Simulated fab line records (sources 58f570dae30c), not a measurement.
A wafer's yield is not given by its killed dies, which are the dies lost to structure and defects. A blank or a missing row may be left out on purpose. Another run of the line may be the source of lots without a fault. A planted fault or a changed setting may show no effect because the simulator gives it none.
The tool behind it: which one? + flow berkeleyCmos170 + 42 wafers from 14 lots sampled at 5 of the route's 331 steps

WHAT THE GAUGES READ, wafer by wafer
UCB170_NWELL_TW_MEAS_16. Usual: NWELL_TW typically reads 1248, with standard deviation 4.3.
| lot  | measured    | on           | NWELL_TW       | flag |
|------|-------------|--------------|----------------|------|
| L220 | day 2 04:35 | filmMetro-01 | 1248 1243 1247 |      |
| L221 | day 2 12:04 | filmMetro-02 | 1247 1242 1248 |      |
| L222 | day 2 16:05 | filmMetro-02 | 1241 1244 1240 |      |
| L224 | day 3 01:43 | filmMetro-04 | 1253 1253 1251 |      |
| L225 | day 3 06:50 | filmMetro-01 | 1257 1257 1254 |      |
| L226 | day 3 15:48 | filmMetro-04 | 1250 1245 1246 |      |
| L227 | day 4 00:24 | filmMetro-02 | 1257 1252 1254 |      |
| L230 | day 4 14:59 | filmMetro-04 | 1253 1251 1248 |      |
| L232 | day 4 23:08 | filmMetro-04 | 1253 1242 1250 |      |
| L235 | day 5 13:44 | filmMetro-02 | 1251 1253 1255 |      |
| L237 | day 5 23:25 | filmMetro-01 | 1250 1252 1247 |      |
| L239 | day 6 08:38 | filmMetro-04 | 1239 1243 1242 |      |
| L240 | day 6 15:58 | filmMetro-04 | 1247 1241 1241 |      |
| L242 | day 7 00:51 | filmMetro-02 | 1253 1246 1249 |      |

UCB170_ACTIVE_THK_MEAS_03. Usual: ACTIVE_OXIDE_THK typically reads 26.3 nm, with standard deviation 0.42.
| lot  | measured    | on           | ACTIVE_OXIDE_THK (nm) | flag |
|------|-------------|--------------|-----------------------|------|
| L220 | day 3 18:52 | filmMetro-02 | 26.4 26.7 26.6        |      |
| L221 | day 4 03:08 | filmMetro-02 | 26.2 25.7 26.1        |      |
| L222 | day 4 03:10 | filmMetro-03 | 27.4 27.2 27.3        |      |
| L224 | day 4 14:13 | filmMetro-01 | 26.5 26.5 26.8        |      |
| L225 | day 5 04:05 | filmMetro-03 | 26.2 26.4 26.0        |      |
| L226 | day 5 06:41 | filmMetro-03 | 26.8 26.4 26.5        |      |
| L227 | day 5 15:42 | filmMetro-01 | 26.4 26.2 26.2        |      |
| L230 | day 6 04:25 | filmMetro-01 | 26.4 26.5 26.1        |      |
| L232 | day 6 11:13 | filmMetro-03 | 26.5 26.1 26.8        |      |
| L235 | day 7 06:56 | filmMetro-01 | 25.7 26.2 26.2        |      |
| L237 | day 7 06:58 | filmMetro-02 | 26.3 26.6 26.2        |      |
| L239 | day 7 16:23 | filmMetro-01 | 25.5 25.3 25.6        |      |
| L240 | day 8 05:17 | filmMetro-03 | 27.1 26.3 26.8        |      |
| L242 | day 8 12:13 | filmMetro-01 | 26.0 26.2 26.0        |      |

UCB170_SDANNEAL_RS_MEAS_05: measures by four-point-probe. Usual: NLDD_RS typically reads 616.0 ohm/sq, with standard deviation 1.6.
| lot  | measured     | on           | NLDD_RS (ohm/sq)  | flag |
|------|--------------|--------------|-------------------|------|
| L220 | day 6 17:40  | filmMetro-02 | 614.3 614.2 614.3 |      |
| L221 | day 7 02:51  | filmMetro-01 | 615.9 617.1 614.9 |      |
| L222 | day 7 02:29  | filmMetro-02 | 615.7 612.8 613.0 |      |
| L224 | day 7 12:02  | filmMetro-02 | 614.3 613.9 614.7 |      |
| L225 | day 8 02:11  | filmMetro-03 | 617.1 618.8 617.5 |      |
| L226 | day 8 02:26  | filmMetro-02 | 614.0 613.5 615.0 |      |
| L227 | day 8 12:05  | filmMetro-01 | 617.6 615.9 616.9 |      |
| L230 | day 9 04:16  | filmMetro-03 | 618.4 617.0 616.6 |      |
| L232 | day 9 04:35  | filmMetro-02 | 615.4 614.1 615.3 |      |
| L235 | day 10 04:44 | filmMetro-03 | 647.1 646.8 646.9 | OFF  |
| L237 | day 10 06:45 | filmMetro-01 | 616.7 617.2 616.5 |      |
| L239 | day 10 08:35 | filmMetro-01 | 645.8 645.9 649.4 | OFF  |
| L240 | day 11 00:39 | filmMetro-03 | 617.5 617.8 617.0 |      |
| L242 | day 11 17:07 | filmMetro-03 | 616.4 616.1 617.9 |      |

UCB170_M1_CD_MEAS_09 targets a cd of 700 nm. Usual: 700.0 nm for cdNm, sd 1.5.
| lot  | measured     | on       | cdNm (nm)         | flag |
|------|--------------|----------|-------------------|------|
| L220 | day 7 00:52  | cdSem-01 | 699.4 700.1 700.9 |      |
| L221 | day 7 11:37  | cdSem-01 | 700.9 701.4 700.6 |      |
| L222 | day 7 11:07  | cdSem-01 | 700.0 700.4 699.0 |      |
| L224 | day 7 19:13  | cdSem-01 | 700.6 702.0 699.8 |      |
| L225 | day 8 08:16  | cdSem-01 | 698.9 699.0 700.0 |      |
| L226 | day 8 10:52  | cdSem-02 | 699.0 702.2 700.0 |      |
| L227 | day 8 19:57  | cdSem-02 | 700.8 700.4 700.3 |      |
| L230 | day 9 12:18  | cdSem-01 | 696.8 698.1 696.5 |      |
| L232 | day 9 10:58  | cdSem-02 | 698.1 701.3 701.5 |      |
| L235 | day 10 12:13 | cdSem-01 | 698.6 698.1 699.0 |      |
| L237 | day 10 13:57 | cdSem-02 | 701.4 700.5 701.7 |      |
| L239 | day 10 16:17 | cdSem-01 | 700.5 699.6 700.1 |      |
| L240 | day 11 08:25 | cdSem-01 | 699.2 697.9 700.7 |      |
| L242 | day 12 00:40 | cdSem-01 | 700.7 700.0 700.6 |      |

WHICH TOOL RAN EACH LOT (tool, then ch and the chambers of the sampled wafers, then the start)
| lot  | UCB170_NLDD_IMPLANT_08          |
|------|---------------------------------|
| L220 | implanter-03 ch 0, day 6 05:49  |
| L221 | implanter-03 ch 0, day 6 16:32  |
| L222 | implanter-01 ch 0, day 6 16:17  |
| L224 | implanter-03 ch 0, day 6 23:27  |
| L225 | implanter-01 ch 0, day 7 12:58  |
| L226 | implanter-03 ch 0, day 7 13:23  |
| L227 | implanter-03 ch 0, day 8 02:34  |
| L230 | implanter-03 ch 0, day 8 14:23  |
| L232 | implanter-04 ch 0, day 8 16:17  |
| L235 | implanter-01 ch 0, day 9 18:39  |
| L237 | implanter-01 ch 0, day 9 17:42  |
| L239 | implanter-01 ch 0, day 9 22:29  |
| L240 | implanter-04 ch 0, day 10 15:10 |
| L242 | implanter-04 ch 0, day 10 23:28 |
- UCB170_NLDD_IMPLANT_08

AS READ BY THE TOOLS THEMSELVES (means over the sampled wafers that have a number; for cases with no such wafer, the mark the record gives instead)
UCB170_NLDD_IMPLANT_08. Usual: 4.999e+13 for doseIonsCm2, sd 5e+10.
| lot  | tool         | doseIonsCm2 | flag |
|------|--------------|-------------|------|
| L220 | implanter-03 | 4.998e+13   |      |
| L221 | implanter-03 | 5.003e+13   |      |
| L222 | implanter-01 | 5.001e+13   |      |
| L224 | implanter-03 | 5.003e+13   |      |
| L225 | implanter-01 | 5.001e+13   |      |
| L226 | implanter-03 | 4.994e+13   |      |
| L227 | implanter-03 | 4.997e+13   |      |
| L230 | implanter-03 | 4.996e+13   |      |
| L232 | implanter-04 | 4.996e+13   |      |
| L235 | implanter-01 | 5.001e+13   |      |
| L237 | implanter-01 | 4.999e+13   |      |
| L239 | implanter-01 | 5.005e+13   |      |
| L240 | implanter-04 | 4.993e+13   |      |
| L242 | implanter-04 | 5.007e+13   |      |

THE ANSWER, worked out from the rows above alone
Rule: a lot is off if the mean of its wafers that have a number lies more than 3 standard deviations from the usual mean. Also off: a lot with no number at a reading for which 4 or more lots have one. The other lots that the step has rows for count as sound. First the gauges in route order, then the tools' own readings, where a lot's mean is used as printed above. The first step at which some lot is off is used, and at that step the reading that is off furthest; a lot without a number counts as furthest.
Off: at UCB170_SDANNEAL_RS_MEAS_05 (NLDD_RS), L235, L239.
A tool fits if, at a process step before that reading, it ran every lot that is off, and no sound lot after the first of them. Gauges at UCB170_SDANNEAL_RS_MEAS_05: tried the same way as those tools. One candidate fits, namely implanter-01 at UCB170_NLDD_IMPLANT_08. Its last sound lot is L237 (day 9 17:42), its first lot that is off L235 (day 9 18:39): a fault that began between those two fits.

WHAT THE SIMULATOR HAD INSERTED
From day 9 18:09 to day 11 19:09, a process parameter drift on implanter-01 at UCB170_NLDD_IMPLANT_08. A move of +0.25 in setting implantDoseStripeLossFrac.
Struck lots among those shown: L235, L239. The rule above found the same.
